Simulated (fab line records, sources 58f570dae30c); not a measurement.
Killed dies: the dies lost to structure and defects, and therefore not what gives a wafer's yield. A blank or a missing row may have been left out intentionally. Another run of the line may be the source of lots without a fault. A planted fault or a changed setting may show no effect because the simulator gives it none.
Lot-split experiment :: flow berkeley-cmos170 :: 23 wafers read across 5 lots, on a route 331 steps long

== ON THE SPLIT ==
At UCB170_V2_ETCH_14 (etches SiO2 in CHF3/CF4/Ar, stops on Al, target depth 1250 nm, time 291 s), the setting time-s was moved away from the recipe's 291 s on 9 of the 23 wafers read, by -7.6% to +10.3%. The other wafers ran this setting at the recipe's value.

The reading is taken at the split's own step.

== THE READING ==
KrF_of_V2_COAT_07.thk-nm (the simulator's own value, which no gauge read), in nm, at UCB170_V2_ETCH_14 (etches SiO2 in CHF3/CF4/Ar, stops on Al, target depth 1250 nm, time 291 s). No usual value for it is given in the file. Average 609.9 nm, standard deviation 2.1 nm, over the 14 wafers here run with the recipe.

wafer: L074.1
tool, chamber at the split: rie-diel-01, 0
time-s as run, s: 291
against the recipe: recipe
KrF_of_V2_COAT_07.thk-nm, nm: 609.5
against lot-mates on the recipe: -

wafer: L074.2
tool, chamber at the split: rie-diel-01, 3
time-s as run, s: 291
against the recipe: recipe
KrF_of_V2_COAT_07.thk-nm, nm: 610.2
against lot-mates on the recipe: -

wafer: L074.3
tool, chamber at the split: rie-diel-01, 2
time-s as run, s: 291
against the recipe: recipe
KrF_of_V2_COAT_07.thk-nm, nm: 610.4
against lot-mates on the recipe: -

wafer: L074.4
tool, chamber at the split: rie-diel-01, 1
time-s as run, s: 291
against the recipe: recipe
KrF_of_V2_COAT_07.thk-nm, nm: 609.9
against lot-mates on the recipe: -

wafer: L074.6
tool, chamber at the split: rie-diel-01, 3
time-s as run, s: 291
against the recipe: recipe
KrF_of_V2_COAT_07.thk-nm, nm: 610.6
against lot-mates on the recipe: -

wafer: L076.1
tool, chamber at the split: rie-diel-04, 2
time-s as run, s: 277.8
against the recipe: -4.5%
KrF_of_V2_COAT_07.thk-nm, nm: 624.1
against lot-mates on the recipe: +13.7

wafer: L076.3
tool, chamber at the split: rie-diel-04, 0
time-s as run, s: 277.8
against the recipe: -4.5%
KrF_of_V2_COAT_07.thk-nm, nm: 626.8
against lot-mates on the recipe: +16.4

wafer: L076.4
tool, chamber at the split: rie-diel-04, 1
time-s as run, s: 291
against the recipe: recipe
KrF_of_V2_COAT_07.thk-nm, nm: 608.8
against lot-mates on the recipe: -

wafer: L076.5
tool, chamber at the split: rie-diel-04, 3
time-s as run, s: 277.8
against the recipe: -4.5%
KrF_of_V2_COAT_07.thk-nm, nm: 624.6
against lot-mates on the recipe: +14.2

wafer: L076.6
tool, chamber at the split: rie-diel-04, 2
time-s as run, s: 291
against the recipe: recipe
KrF_of_V2_COAT_07.thk-nm, nm: 612
against lot-mates on the recipe: -

wafer: L079.1
tool, chamber at the split: rie-diel-03, 1
time-s as run, s: 291
against the recipe: recipe
KrF_of_V2_COAT_07.thk-nm, nm: 609.2
against lot-mates on the recipe: -

wafer: L079.2
tool, chamber at the split: rie-diel-03, 2
time-s as run, s: 321
against the recipe: +10.3%
KrF_of_V2_COAT_07.thk-nm, nm: 576.8
against lot-mates on the recipe: -30.0

wafer: L079.3
tool, chamber at the split: rie-diel-03, 3
time-s as run, s: 321
against the recipe: +10.3%
KrF_of_V2_COAT_07.thk-nm, nm: 579.8
against lot-mates on the recipe: -27.0

wafer: L079.4
tool, chamber at the split: rie-diel-03, 0
time-s as run, s: 321
against the recipe: +10.3%
KrF_of_V2_COAT_07.thk-nm, nm: 578.3
against lot-mates on the recipe: -28.5

wafer: L079.6
tool, chamber at the split: rie-diel-03, 3
time-s as run, s: 291
against the recipe: recipe
KrF_of_V2_COAT_07.thk-nm, nm: 604.3
against lot-mates on the recipe: -

wafer: L081.1
tool, chamber at the split: rie-diel-04, 1
time-s as run, s: 268.8
against the recipe: -7.6%
KrF_of_V2_COAT_07.thk-nm, nm: 630.8
against lot-mates on the recipe: +18.1

wafer: L081.3
tool, chamber at the split: rie-diel-04, 0
time-s as run, s: 268.8
against the recipe: -7.6%
KrF_of_V2_COAT_07.thk-nm, nm: 627.8
against lot-mates on the recipe: +15.1

wafer: L081.4
tool, chamber at the split: rie-diel-04, 2
time-s as run, s: 268.8
against the recipe: -7.6%
KrF_of_V2_COAT_07.thk-nm, nm: 629.1
against lot-mates on the recipe: +16.4

wafer: L081.5
tool, chamber at the split: rie-diel-04, 3
time-s as run, s: 291
against the recipe: recipe
KrF_of_V2_COAT_07.thk-nm, nm: 613.1
against lot-mates on the recipe: -

wafer: L081.6
tool, chamber at the split: rie-diel-04, 2
time-s as run, s: 291
against the recipe: recipe
KrF_of_V2_COAT_07.thk-nm, nm: 612.3
against lot-mates on the recipe: -

wafer: L083.1
tool, chamber at the split: rie-diel-04, 0
time-s as run, s: 291
against the recipe: recipe
KrF_of_V2_COAT_07.thk-nm, nm: 608
against lot-mates on the recipe: -

wafer: L083.2
tool, chamber at the split: rie-diel-04, 3
time-s as run, s: 291
against the recipe: recipe
KrF_of_V2_COAT_07.thk-nm, nm: 611.1
against lot-mates on the recipe: -

wafer: L083.3
tool, chamber at the split: rie-diel-04, 1
time-s as run, s: 291
against the recipe: recipe
KrF_of_V2_COAT_07.thk-nm, nm: 608.6
against lot-mates on the recipe: -

FIT RESULTS
A straight line over all 23 wafers: KrF_of_V2_COAT_07.thk-nm changes by -2.94 nm for each +1% of time-s; r = -0.99; the points scatter about the line by 2.4 nm.
The same after taking each lot's own level away (the mean of its wafers on the recipe; 23 wafers): -2.63 nm for each +1%; r = -0.99; scatter 2.2 nm.
According to that fit, moving time-s by its largest amount changes the reading by 27 nm.
Across the lots, their own levels run from 606.75 to 612.70 nm, a range of 2.8 times the standard deviation given above.
In other words, the slope is changed by the lot-to-lot level; the two fits disagree.
Check: for one of the wafers moved furthest among these (+10.3%), held out of the fit, the line's prediction against its lot-mates is -26.6 nm. Against them it came out at -30 nm.

== THESE WAFERS: OTHER SPLITS ==
Other splits were also applied to these wafers ahead of the reading. Each is held against what the fit with the lots' levels taken away leaves over:
other split on the same wafers: UCB170_M2_PEB_13 peb-temp-c
wafers away from the commonest value: 9
r with KrF_of_V2_COAT_07.thk-nm (lot level and that fit taken away): -0.05

== THE WHOLE CHAIN: every reading that the file lists as answering this split, in the file's order ==
step: UCB170_V2_ETCH_14
what it does: etches SiO2 in CHF3/CF4/Ar, stops on Al, target depth 1250 nm, time 291 s
reading: KrF_of_V2_COAT_07.thk-nm (the simulator's own value, which no gauge read)
change (the file's fit): -2.63 nm for each +1% of the setting
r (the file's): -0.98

step: UCB170_V2_STRIP_15
what it does: strips in O2
reading: strip-time-to-endpoint-s
change (the file's fit): withheld for each +1% of the setting
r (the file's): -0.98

== FILE'S OWN FIT ==
KrF_of_V2_COAT_07.thk-nm changes by -2.63 nm for each +1% of time-s, r = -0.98.
